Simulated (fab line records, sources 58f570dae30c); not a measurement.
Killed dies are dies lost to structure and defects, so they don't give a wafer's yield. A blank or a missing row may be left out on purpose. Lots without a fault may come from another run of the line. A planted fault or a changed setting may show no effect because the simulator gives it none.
Chamber matching | flow berkeley_cmos170 | UCB170_V2_CVD_00 on pecvd-03: 3 sister chambers
The step deposits SiO2 from TEOS/O2, target thk 2000 nm, time 250 s. 3 wafers are shown with their chamber, then 7 later ones without.

WAFERS WITH THEIR CHAMBER
wafer  | chamber | run_length_s (s)
L902.6 | 1       | 277.2
L903.3 | 2       | 277.0
L903.5 | 0       | 278.3

WAFERS WITHOUT THEIR CHAMBER
wafer  | run_length_s (s)
L908.2 | 277.6
L908.3 | 277.5
L908.6 | 277.2
L912.1 | 277.3
L912.6 | 277.6
L913.2 | 277.3
L913.3 | 276.8

WHICH CHAMBER EACH WENT THROUGH
wafer  | from the rows above          | in truth
L908.2 | can't be placed: 1 or 2 or 0 | 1
L908.3 | can't be placed: 1 or 2 or 0 | 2
L908.6 | can't be placed: 1 or 2      | 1
L912.1 | can't be placed: 1 or 2      | 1
L912.6 | can't be placed: 1 or 2 or 0 | 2
L913.2 | can't be placed: 1 or 2      | 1
L913.3 | can't be placed: 2 or 1      | 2
Placed correctly: 0 of 7. Can't be placed from these rows: 7 (the true chamber is among the candidates in 7). Placed wrongly: 0.
How it was worked out, from the rows above alone: a wafer's distance from a chamber is the root of the sum, over the readings, of the square of ((its reading less the chamber's mean) divided by the reading's scatter). The wafer belongs to the nearest chamber; if the next one is less than 2 further off, it can't be placed. A chamber's mean is the mean of its shown wafers. The scatter: with one shown wafer a chamber, the root of the mean of the squares of how far each hidden wafer lies from its nearest shown one.
